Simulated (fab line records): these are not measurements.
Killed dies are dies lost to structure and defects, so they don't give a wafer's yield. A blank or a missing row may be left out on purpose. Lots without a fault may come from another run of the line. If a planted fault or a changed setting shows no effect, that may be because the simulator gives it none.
2 desks, one fault	flow berkeley-cmos170	each desk holds nothing but its own numbers, with what lay behind them at the end

## THE METROLOGY DESK
Means of the sampled wafers that have a number, per lot and without regard to the tool the lot ran on: this is what the gauges read. The brackets show how far a lot's mean lies from the usual mean; more than 4 standard deviations puts the lot out of limits, marked OUT.
Columns: A = NWELL_NITRIDE_THK at UCB170_NWELL_THK_MEAS_05, usual 223.3 nm; B = PLDD_TW at UCB170_PLDD_TW_MEAS_11, usual 1014; C = CONTACT_PSG_THK at UCB170_CONTACT_THK_MEAS_02, usual 698 nm
lot	first seen here	A	B	C
L797	day 2 15:36	225.2	1010	685
L798	day 2 21:20	225.3	1005	691
L799	day 2 23:18	221.6	1023	691
L800	day 3 04:19	221.9	1019	692
L801	day 3 11:08	223.3	1009	691
L802	day 3 14:55	220.5	1015	692
L804	day 4 03:08	225.6	1008	698
L805	day 4 09:35	226.9	1005	699
L806	day 4 17:09	221.8	1007	695
L807	day 4 17:10	223.0	1006	706
L808	day 5 02:40	225.2	1010	706
L813	day 6 00:49	224.8	1012	696
L812	day 6 00:50	226.4	1018	696
L815	day 6 08:40	222.2	1008	696
This desk found nothing out of limits on any of the 14 lots.

## THE TOOL OWNER'S DESK: rie-metal-04
The tool's own readings at UCB170_M3_METAL_ETCH_18 (etches Al in Cl2/BCl3, stops on SiO2, target depth 1170 nm, time 195 s): means of the sampled wafers that have a number, for each lot that ran on this tool. The brackets show how far a lot's mean lies from the usual mean; more than 4 standard deviations puts the lot out of limits, marked OUT.
Columns: A = bcl3-flow-sccm at UCB170_M3_METAL_ETCH_18, usual 44.99 sccm; B = chamber-pressure-mTorr at UCB170_M3_METAL_ETCH_18, usual 12.001 mTorr; C = drypump-motor-current-A at UCB170_M3_METAL_ETCH_18, usual 5.6 A; D = oes-product-au at UCB170_M3_METAL_ETCH_18, usual 0.850 a.u.; E = throttle-valve-pct at UCB170_M3_METAL_ETCH_18, usual 24.36 %
lot	first seen here	A	B	C	D	E
L798	day 8 20:59	45.02	12.010	5.9	0.861	24.25
L801	day 10 00:30	44.98	11.999	5.9	0.858	24.25
L805	day 10 02:14	45.02	11.994	5.9	0.859	24.26
L807	day 10 18:51	45.02	12.000	5.9	0.859	24.25
L813	day 11 10:19	44.99	10.397 (-99 or more) OUT	5.4	0.862	24.34
L815	day 12 07:23	44.81	10.403 (-99 or more) OUT	5.4	0.867	24.35
This desk's finding: out of limits on L813, L815; first on L813, day 11 10:19 (chamber-pressure-mTorr at UCB170_M3_METAL_ETCH_18). L798, L801, L805, L807 stayed within limits.

## PUT TOGETHER
The tool owner's desk could have raised an alarm at day 11 10:19, on L813, L815.
Nothing out of limits was seen by the metrology desk.
The metrology desk has L813, L815 on record, within its limits.
Every lot named ran UCB170_M3_METAL_ETCH_18 on rie-metal-04.

## WHAT THE SIMULATOR PUT IN
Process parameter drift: rie-metal-04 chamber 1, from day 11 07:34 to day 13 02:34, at UCB170_M3_METAL_ETCH_18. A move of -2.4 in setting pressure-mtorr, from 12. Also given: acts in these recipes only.
Shown lots that were struck: L813, L815.
Delay in hours, fault start to first out-of-limits reading, by desk: the tool owner's desk at 3.
